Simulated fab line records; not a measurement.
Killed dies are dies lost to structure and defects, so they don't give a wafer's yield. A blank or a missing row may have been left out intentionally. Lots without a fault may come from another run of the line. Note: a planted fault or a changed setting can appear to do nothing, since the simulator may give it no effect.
What tool caused it? | flow berkeleyCmos170 | 14 lots, 42 wafers sampled, at 3 steps of a route of 331

WHAT THE GAUGES READ, wafer by wafer
UCB170_ACTIVE_CD_MEAS_13: the cd target is 1200 nm. Usual: cdNm at 1199.9 nm, with a standard deviation of 1.5.
lot  | measured    | on       | cdNm (nm)            | flag
L729 | day 5 01:31 | cdSem-01 | 1199.8 1199.4 1197.5 | 
L731 | day 5 01:14 | cdSem-02 | 1202.4 1201.3 1202.6 | 
L730 | day 5 01:16 | cdSem-01 | 1200.4 1198.8 1199.7 | 
L732 | day 5 17:22 | cdSem-01 | 1199.7 1196.9 1196.9 | 
L734 | day 6 08:28 | cdSem-02 | 1196.9 1197.9 1197.5 | 
L736 | day 6 08:44 | cdSem-01 | 1198.8 1200.4 1199.3 | 
L737 | day 6 18:56 | cdSem-01 | 1199.8 1199.1 1200.6 | 
L738 | day 6 18:46 | cdSem-02 | 1198.9 1201.5 1199.7 | 
L741 | day 7 07:35 | cdSem-01 | 1197.9 1198.5 1199.7 | 
L742 | day 7 07:50 | cdSem-01 | 1200.1 1200.2 1200.5 | 
L743 | day 8 04:58 | cdSem-02 | 1203.0 1200.0 1200.8 | 
L744 | day 8 04:26 | cdSem-02 | 1201.8 1201.2 1200.5 | 
L749 | day 9 03:45 | cdSem-01 | 1197.4 1197.0 1197.9 | 
L751 | day 9 04:43 | cdSem-02 | 1198.2 1198.7 1198.7 | 

UCB170_GATE_CD_MEAS_12: the cd target is 350 nm. Usual: cdNm at 350.7 nm, with a standard deviation of 1.4.
lot  | measured     | on       | cdNm (nm)         | flag
L729 | day 7 10:57  | cdSem-01 | 348.0 348.8 350.0 | 
L731 | day 7 11:00  | cdSem-02 | 350.7 349.6 350.9 | 
L730 | day 7 10:50  | cdSem-02 | 351.6 351.0 351.2 | 
L732 | day 7 23:56  | cdSem-02 | 351.4 352.2 350.7 | 
L734 | day 8 11:11  | cdSem-02 | 351.5 352.2 351.6 | 
L736 | day 8 10:34  | cdSem-02 | 349.8 349.9 349.4 | 
L737 | day 8 20:16  | cdSem-01 | 349.2 352.1 353.7 | 
L738 | day 8 20:29  | cdSem-02 | 348.5 347.8 349.2 | 
L741 | day 9 10:50  | cdSem-02 | 350.5 350.6 352.0 | 
L742 | day 9 11:11  | cdSem-02 | 350.7 350.4 350.7 | 
L743 | day 10 09:34 | cdSem-01 | 351.3 352.0 351.9 | 
L744 | day 10 09:44 | cdSem-02 | 349.9 349.6 349.6 | 
L749 | day 11 12:44 | cdSem-02 | 351.1 350.9 351.6 | 
L751 | day 11 13:26 | cdSem-02 | 352.0 351.5 351.5 | 

EACH LOT AND THE TOOL THAT RAN IT (in order: tool; ch and the chambers of the sampled wafers; start)
lot  | UCB170_ZERO_STRIP_07
L729 | plasmaAsher-01 ch 0,1, day 2 00:46
L731 | plasmaAsher-04 ch 0,1, day 2 04:36
L730 | plasmaAsher-04 ch 0,1, day 2 04:58
L732 | plasmaAsher-04 ch 0,1, day 2 13:45
L734 | plasmaAsher-02 ch 0,1, day 2 23:26
L736 | plasmaAsher-02 ch 1, day 3 06:10
L737 | plasmaAsher-01 ch 0,1, day 3 15:34
L738 | plasmaAsher-02 ch 0,1, day 3 15:35
L741 | plasmaAsher-01 ch 0,1, day 4 10:32
L742 | plasmaAsher-04 ch 0,1, day 4 10:34
L743 | plasmaAsher-02 ch 0,1, day 5 02:50
L744 | plasmaAsher-04 ch 0,1, day 5 03:04
L749 | plasmaAsher-04 ch 0,1, day 6 04:34
L751 | plasmaAsher-04 ch 0,1, day 6 13:25
- UCB170_ZERO_STRIP_07: strips in O2.

WHAT THE TOOLS THEMSELVES READ (means of the sampled wafers that have a number; where no wafer has one, the mark that the record gives instead)
UCB170_ZERO_STRIP_07. Usual: drypumpMotorCurrentA 5.7 A, standard deviation 0.45; oesProductAu 0.727 a.u., standard deviation 0.0046; stripTimeToEndpointS 21.78 s, standard deviation 0.059.
lot  | tool           | drypumpMotorCurrentA (A) | oesProductAu (a.u.) | stripTimeToEndpointS (s) | flag
L729 | plasmaAsher-01 | 5.5                      | 0.728               | 21.65                    | 
L731 | plasmaAsher-04 | 6.2                      | 0.730               | 21.70                    | 
L730 | plasmaAsher-04 | 5.9                      | 0.728               | 21.73                    | 
L732 | plasmaAsher-04 | 6.2                      | 0.730               | 21.83                    | 
L734 | plasmaAsher-02 | 5.7                      | 0.724               | 21.76                    | 
L736 | plasmaAsher-02 | 5.8                      | 0.726               | 21.79                    | 
L737 | plasmaAsher-01 | 5.4                      | 0.729               | 21.84                    | 
L738 | plasmaAsher-02 | 5.7                      | 0.729               | 21.82                    | 
L741 | plasmaAsher-01 | 5.5                      | 0.727               | 21.79                    | 
L742 | plasmaAsher-04 | 6.2                      | 0.727               | 21.84                    | 
L743 | plasmaAsher-02 | 5.5                      | 0.733               | 21.86                    | 
L744 | plasmaAsher-04 | 5.9                      | 0.727               | 21.84                    | 
L749 | plasmaAsher-04 | 6.2                      | 0.728               | 21.80                    | 
L751 | plasmaAsher-04 | 6.2                      | 0.727               | 21.75                    | 

THE ANSWER, worked out from the rows above alone
Rule: a lot is off if the mean of its wafers that have a number lies more than 3 standard deviations from the usual mean. A lot without any number at a reading at which 4 lots or more have one is off too. Where the step has rows for the other lots, those lots are counted as sound. After the gauges, taken in route order, come the tools' own readings; for these a lot's mean is taken, as printed above. The first step at which some lot is off is used, and at that step the reading that is off furthest; a lot without a number counts as furthest.
Nothing can be told from this: no lot is off at any reading shown.

WHAT HAD BEEN PUT IN BY THE SIMULATOR
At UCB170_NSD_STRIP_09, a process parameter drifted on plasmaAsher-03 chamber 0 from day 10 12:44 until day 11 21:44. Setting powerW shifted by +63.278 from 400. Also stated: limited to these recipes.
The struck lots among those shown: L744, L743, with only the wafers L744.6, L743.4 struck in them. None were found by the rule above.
